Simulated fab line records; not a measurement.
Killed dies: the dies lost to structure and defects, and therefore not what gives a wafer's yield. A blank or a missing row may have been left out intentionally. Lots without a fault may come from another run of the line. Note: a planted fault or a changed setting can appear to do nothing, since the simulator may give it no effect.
Commonality check across tools -- flow rit_cmos -- Lots sampled 14, wafers sampled 51

REASON FOR OPENING
Of 14 lots, 3 have the reading ACTIVE_NITRIDE_THK flagged at RIT_ACTIVE_THK_MEAS_04. Wafers without a fault read 149.7 nm, standard deviation 1.6.
Rule: a lot gets a flag if all its wafers with a number sit over 4 standard deviations from that mean, or if no wafer of it has a number. As for the other lots, they are considered sound.

lot,measured,on,"ACTIVE_NITRIDE_THK (nm), wafer by wafer",flag
L616,day 1 13:32,film_metro-01,150.0 150.0 149.9,
L617,day 1 18:32,film_metro-02,147.2 145.6 146.5,
L618,day 1 23:33,film_metro-03,148.1 148.4 147.9,
L619,day 2 04:32,film_metro-03,150.5 151.0 149.5,
L620,day 2 09:32,film_metro-01,148.8 149.1 148.2,
L621,day 2 15:30,film_metro-02,152.3 150.7 151.9,
L627,day 3 21:43,film_metro-01,149.2 149.3 147.7,
L628,day 4 03:04,film_metro-01,171.9 170.4 172.8 171.8 170.5 172.7,FLAGGED
L630,day 4 12:22,film_metro-03,175.4 174.7 175.3 175.3 174.6 175.3,FLAGGED
L631,day 4 17:05,film_metro-03,173.3 173.2 172.5 173.5 173.1 172.4,FLAGGED
L632,day 4 21:32,film_metro-02,148.5 149.7 149.2,
L633,day 5 02:33,film_metro-03,148.4 149.5 148.1,
L634,day 5 08:19,film_metro-01,147.8 147.4 148.5,
L636,day 5 17:34,film_metro-03,150.1 149.2 148.9,
The mean of the flagged lots' numbers is 173.3 nm, +23.6 nm from the usual (+15 standard deviations).

WHICH TOOL RAN EACH LOT
The record keeps 1 process step preceding the reading, out of 202 steps on the route. Read each cell as the tool, then ch plus the chambers that the sampled wafers visited, then the start.
lot,flag,RIT_ACTIVE_CVD_03
L616,,"lpcvd-02 ch 0, day 1 12:07"
L617,,"lpcvd-01 ch 0, day 1 17:07"
L618,,"lpcvd-02 ch 1, day 1 22:07"
L619,,"lpcvd-02 ch 1, day 2 03:07"
L620,,"lpcvd-01 ch 1, day 2 08:07"
L621,,"lpcvd-02 ch 0, day 2 14:05"
L627,,"lpcvd-01 ch 1, day 3 20:17"
L628,FLAGGED,"lpcvd-01 ch 1, day 4 00:56"
L630,FLAGGED,"lpcvd-01 ch 0, day 4 10:58"
L631,FLAGGED,"lpcvd-01 ch 0, day 4 15:40"
L632,,"lpcvd-02 ch 1, day 4 20:07"
L633,,"lpcvd-02 ch 1, day 5 01:07"
L634,,"lpcvd-02 ch 1, day 5 06:53"
L636,,"lpcvd-02 ch 0, day 5 16:09"
What the steps here do:
- RIT_ACTIVE_CVD_03: deposits Si3N4 from SiH2Cl2/NH3, target thk 150 nm, time 1500 s.
- RIT_ACTIVE_THK_MEAS_04

FLAGGED OVER TOTAL, TOOL BY TOOL (the gauges that took the reading come last)
step,tool,lots run,flagged,share of the flagged lots,sound lots run after its first flagged lot
RIT_ACTIVE_CVD_03,lpcvd-01,6,3,all,0
RIT_ACTIVE_CVD_03,lpcvd-02,8,0,none,-
RIT_ACTIVE_THK_MEAS_04,film_metro-01,5,1,some,1 (L634)
RIT_ACTIVE_THK_MEAS_04,film_metro-02,3,0,none,-
RIT_ACTIVE_THK_MEAS_04,film_metro-03,6,2,some,"2 (L633,L636)"

WHAT THE TABLE ALLOWS
All flagged lots share 1 row of the table, namely lpcvd-01 at RIT_ACTIVE_CVD_03.
- lpcvd-01 at RIT_ACTIVE_CVD_03 ran 6 lots, 3 of them flagged. Its last sound lot is L627 (day 3 20:17), its first flagged lot L628 (day 4 00:56): a fault that began between those two fits. Its own readings lie more than 4 standard deviations out on every wafer of the flagged lots: nh3_flow_sccm.
What remains is a single tool, lpcvd-01 at RIT_ACTIVE_CVD_03.

WHAT THE SIMULATOR PUT IN
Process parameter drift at RIT_ACTIVE_CVD_03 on lpcvd-01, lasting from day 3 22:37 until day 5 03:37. Setting nh3_flow_sccm shifted by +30 from 150. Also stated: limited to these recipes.
Lots struck among those shown: L628, L630, L631. The rule above found the same.
